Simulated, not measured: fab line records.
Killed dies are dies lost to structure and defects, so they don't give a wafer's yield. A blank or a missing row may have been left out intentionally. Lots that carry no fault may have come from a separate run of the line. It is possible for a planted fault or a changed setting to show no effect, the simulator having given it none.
fab line records    flow berkeley-cmos170
record lots=15  wafers=45  last-day=13
route steps=331 shown PVT@121 GATE@135 PLDD@152
lots that met no fault: taken from a fault-free run of the same line
start-h: hours from the record's opening day to when the first of the lot's shown wafers began    wait-h: how many hours have passed since the lot's step before this one    " repeats the value in the row above    L1.1+2: one row covering several wafers at once    - no value, or no start was given    * or withheld: withheld    < > ~ a bound
route shown NAME@n: NAME is a module with steps in the file, n the number in the route of the first one    usual: the fault-free wafers' mean and standard deviation    same: alike in all rows    chamber/n: place in a boat    sites: each site's reading    _std_site: standard deviation across them    _edge_site: mean of outer sites minus mean of inner sites    radius-mm: for every site, how far away it sits from the centre of the wafer    mask NAME#n: copy n    behind: tool/chamber where the wafer was last shaped    hold: reason for holding the lot/hours on hold/outcome of the hold    device: which transistor (n, p or np) failed to switch    end of line: tests run on the same wafers once the route is complete    a step without rows: its recipe alone    killed: at the first sort, the dies lost to defects and structure; wafer yield is something else    map: a wafer's dies, marking killed ones x, the rest . and places with no die _
set.NAME: the setting as run; set.NAME@STEP: as run at that earlier step    model.NAME: the simulator's own value behind a step, which no gauge read
a sample of lots followed through the steps of the route, with each step as a table and each wafer as a row
services: from which hour (start-h, from the record's first day; less than 0 if before it) a tool's chamber was out of use, for how many hours, and why
## steps
# step UCB170_PVT_OVL_MEAS_06
# usual PVT_OVL=-1/6.7
lot.wafer  tool        chamber  start-h  wait-h  PVT_OVL[nm]
L197.1     overlay-02  -        144.52   -       -6
L197.3     "           -        "        "       -8
L197.5     "           -        "        "       -8
L198.1     overlay-02  -        155.03   -       -4
L198.3     "           -        "        "       2
L198.5     "           -        "        "       5
L201.1     overlay-02  -        159.30   -       -3
L201.2     "           -        "        "       -8
L201.6     "           -        "        "       -9
L199.4     overlay-02  -        160.57   -       6
L199.5     "           -        "        "       5
L199.6     "           -        "        "       6
L200.1     overlay-02  -        160.83   -       -12
L200.4     "           -        "        "       -2
L200.5     "           -        "        "       -10
L202.2     overlay-02  -        161.21   -       3
L202.4     "           -        "        "       1
L202.5     "           -        "        "       4
L204.2     overlay-02  -        174.57   -       -5
L204.5     "           -        "        "       0
L204.6     "           -        "        "       -12
L203.2     overlay-01  -        174.85   -       5
L203.5     "           -        "        "       13
L203.6     "           -        "        "       6
L205.1     overlay-02  -        175.02   -       4
L205.3     "           -        "        "       6
L205.6     "           -        "        "       9
L206.2     overlay-02  -        186.95   -       -3
L206.4     "           -        "        "       7
L206.6     "           -        "        "       3
L208.1     overlay-01  -        196.21   -       2
L208.5     "           -        "        "       -11
L208.6     "           -        "        "       2
L209.2     overlay-02  -        196.62   -       -16
L209.3     "           -        "        "       -10
L209.6     "           -        "        "       -7
L211.1     overlay-02  -        205.88   -       6
L211.5     "           -        "        "       -2
L211.6     "           -        "        "       1
L210.1     overlay-01  -        206.45   -       10
L210.3     "           -        "        "       11
L210.6     "           -        "        "       4
L219.3     overlay-02  -        256.71   -       -6
L219.5     "           -        "        "       -15
L219.6     "           -        "        "       -5
# step UCB170_PVT_TW_MEAS_09
# usual PVT_TW=504/4
lot.wafer  tool           chamber  start-h  wait-h  PVT_TW
L197.1     film-metro-04  -        144.81   0.1     511
L197.3     "              -        "        "       509
L197.5     "              -        "        "       512
L198.1     film-metro-03  -        155.31   0.1     503
L198.3     "              -        "        "       505
L198.5     "              -        "        "       504
L201.1     film-metro-03  -        159.59   0.1     507
L201.2     "              -        "        "       507
L201.6     "              -        "        "       507
L199.4     film-metro-02  -        160.87   0.1     499
L199.5     "              -        "        "       499
L199.6     "              -        "        "       499
L200.1     film-metro-03  -        161.11   0.1     507
L200.4     "              -        "        "       508
L200.5     "              -        "        "       507
L202.2     film-metro-03  -        161.50   0.1     503
L202.4     "              -        "        "       504
L202.5     "              -        "        "       505
L204.2     film-metro-02  -        174.86   0.1     497
L204.5     "              -        "        "       498
L204.6     "              -        "        "       498
L203.2     film-metro-03  -        175.14   0.1     503
L203.5     "              -        "        "       505
L203.6     "              -        "        "       504
L205.1     film-metro-03  -        175.30   0.1     505
L205.3     "              -        "        "       504
L205.6     "              -        "        "       505
L206.2     film-metro-02  -        187.24   0.1     499
L206.4     "              -        "        "       500
L206.6     "              -        "        "       500
L208.1     film-metro-04  -        196.50   0.1     513
L208.5     "              -        "        "       515
L208.6     "              -        "        "       511
L209.2     film-metro-02  -        196.91   0.1     500
L209.3     "              -        "        "       501
L209.6     "              -        "        "       501
L211.1     film-metro-02  -        206.17   0.1     500
L211.5     "              -        "        "       500
L211.6     "              -        "        "       498
L210.1     film-metro-02  -        206.73   0.1     503
L210.3     "              -        "        "       500
L210.6     "              -        "        "       501
L219.3     film-metro-03  -        257.00   0.1     506
L219.5     "              -        "        "       502
L219.6     "              -        "        "       505
# step UCB170_GATE_EXPOSE_09
# recipe mask-id=POLY  target-cd-nm=350  na=0.5  sigma-outer=0.6  source-shape=conventional  dose-mj=21
# usual exposure-dose-mJ-cm2=20.981/0.02  focus-offset-nm=0.1/0.53
lot.wafer  tool            chamber  start-h  wait-h  mask    exposure-dose-mJ-cm2  focus-offset-nm
L197.1     krf-scanner-01  0        157.52   -       POLY#0  20.980                -0.3
L197.3     "               0        "        "       POLY#0  20.993                0.2
L197.5     "               0        "        "       POLY#0  21.011                -0.1
L198.1     krf-scanner-02  0        166.88   -       POLY#0  21.004                0.3
L198.3     "               0        "        "       POLY#0  20.987                0.0
L198.5     "               0        "        "       POLY#0  21.014                0.1
L201.1     krf-scanner-02  0        174.29   -       POLY#0  21.019                0.6
L201.2     "               0        "        "       POLY#0  20.974                0.1
L201.6     "               0        "        "       POLY#0  20.963                -0.4
L199.4     krf-scanner-01  0        174.59   -       POLY#0  20.988                -0.2
L199.5     "               0        "        "       POLY#0  20.998                0.7
L199.6     "               0        "        "       POLY#0  21.009                -0.6
L202.2     krf-scanner-02  0        174.79   -       POLY#0  20.994                0.1
L202.4     "               0        "        "       POLY#0  20.991                -0.3
L202.5     "               0        "        "       POLY#0  20.965                0.7
L200.1     krf-scanner-01  0        175.02   -       POLY#0  20.978                -0.2
L200.4     "               0        "        "       POLY#0  20.992                -0.4
L200.5     "               0        "        "       POLY#0  20.998                -0.4
L204.2     krf-scanner-02  0        186.74   -       POLY#0  20.956                0.4
L204.5     "               0        "        "       POLY#0  20.962                0.5
L204.6     "               0        "        "       POLY#0  20.996                -0.9
L205.1     krf-scanner-02  0        186.84   -       POLY#0  20.970                -0.1
L205.3     "               0        "        "       POLY#0  20.961                0.0
L205.6     "               0        "        "       POLY#0  20.967                -0.2
L203.2     krf-scanner-02  0        187.09   -       POLY#0  20.977                0.3
L203.5     "               0        "        "       POLY#0  20.970                0.3
L203.6     "               0        "        "       POLY#0  20.955                0.4
L206.2     krf-scanner-02  0        200.87   -       POLY#0  20.932                -0.3
L206.4     "               0        "        "       POLY#0  20.958                0.3
L206.6     "               0        "        "       POLY#0  20.963                0.2
L208.1     krf-scanner-01  0        211.84   -       POLY#0  20.982                -0.8
L208.5     "               0        "        "       POLY#0  20.980                -0.2
L208.6     "               0        "        "       POLY#0  20.999                -0.4
L209.2     krf-scanner-01  -        211.98   -       POLY#0  -                     -
L209.3     "               -        "        "       POLY#0  -                     -
L209.6     "               -        "        "       POLY#0  -                     -
L211.1     krf-scanner-02  -        219.74   -       POLY#0  -                     -
L211.5     "               -        "        "       POLY#0  -                     -
L211.6     "               -        "        "       POLY#0  -                     -
L210.1     krf-scanner-01  -        219.98   -       POLY#0  -                     -
L210.3     "               -        "        "       POLY#0  -                     -
L210.6     "               -        "        "       POLY#0  -                     -
L219.3     krf-scanner-01  0        271.52   -       POLY#0  21.003                0.8
L219.5     "               0        "        "       POLY#0  20.981                0.5
L219.6     "               0        "        "       POLY#0  21.001                0.8
# step UCB170_PLDD_OVL_MEAS_07
# usual PLDD_OVL=0/4.7
lot.wafer  tool        chamber  start-h  wait-h  PLDD_OVL[nm]
L197.1     overlay-02  -        160.59   0.1     2
L197.3     "           -        "        "       -3
L197.5     "           -        "        "       0
L198.1     overlay-02  -        169.11   0.1     1
L198.3     "           -        "        "       2
L198.5     "           -        "        "       0
L201.1     overlay-02  -        178.15   0.1     -3
L201.2     "           -        "        "       -4
L201.6     "           -        "        "       -1
L199.4     overlay-01  -        178.41   0.1     6
L199.5     "           -        "        "       -7
L199.6     "           -        "        "       6
L202.2     overlay-02  -        178.48   0.1     -3
L202.4     "           -        "        "       -4
L202.5     "           -        "        "       0
L200.1     overlay-01  -        178.66   0.1     -1
L200.4     "           -        "        "       2
L200.5     "           -        "        "       -7
L204.2     overlay-02  -        190.38   0.1     -1
L204.5     "           -        "        "       9
L204.6     "           -        "        "       -3
L205.1     overlay-02  -        190.62   0.1     -1
L205.3     "           -        "        "       -2
L205.6     "           -        "        "       -2
L203.2     overlay-01  -        190.87   0.1     4
L203.5     "           -        "        "       10
L203.6     "           -        "        "       0
L206.2     overlay-01  -        203.80   0.1     -4
L206.4     "           -        "        "       5
L206.6     "           -        "        "       3
L208.1     overlay-02  -        214.64   0.1     -8
L208.5     "           -        "        "       0
L208.6     "           -        "        "       5
L219.3     overlay-02  -        275.76   0.1     -2
L219.5     "           -        "        "       3
L219.6     "           -        "        "       4
## services
tool            chamber  start-h  hours  kind
krf-scanner-02  -        135.69   5.9    repair
krf-scanner-01  -        147.08   0.8    pm
krf-scanner-02  -        169.16   1.0    pm
krf-scanner-01  -        184.91   4.0    pm
krf-scanner-02  -        210.73   3.6    pm
krf-scanner-02  -        214.28   1.3    pm
krf-scanner-02  -        216.10   0.8    pm
krf-scanner-02  0        218.44   -      calibration
krf-scanner-01  -        231.23   1.0    pm
krf-scanner-02  -        241.18   6.4    repair
krf-scanner-01  0        241.27   -      calibration
krf-scanner-01  -        256.81   1.3    pm
krf-scanner-01  -        267.09   0.4    repair
## key
first-sign step=UCB170_GATE_EXPOSE_09  reading=tool-record  direction=missing
effect none on later readings
met-at UCB170_GATE_EXPOSE_09
struck-lots L209,L210,L211
later-rows-left-out L209.2,L209.3,L209.6,L210.1,L210.3,L210.6,L211.1,L211.5,L211.6
sort-left-out L209.2,L209.3,L209.6,L210.1,L210.3,L210.6,L211.1,L211.5,L211.6
tester-left-out L209,L210,L211
not-acting-at UCB170_PVT_OVL_MEAS_06,UCB170_PVT_TW_MEAS_09,UCB170_PLDD_OVL_MEAS_07
onset-between 211.84 211.98
fault kind=skipped-step-whole  tool=krf-scanner-01,krf-scanner-02  chamber=-  onset-h=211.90  steps=UCB170_GATE_EXPOSE_09  scope=struck-lots-only
# tester-left-out: of these lots the tester's yield and bins aren't shown, on N5 and GAA mostly nor the transistor test; their killed dies are dies lost to structure and defects alone, not to doping, threshold or leakage, so they don't give the yield
# sort-left-out: the simulated sort isn't trusted on such a fault, so these wafers' sort isn't shown, and their yield isn't known
# later-rows-left-out: the simulator's readings of these wafers behind a module that went badly wrong aren't trusted and aren't shown, but for the sort
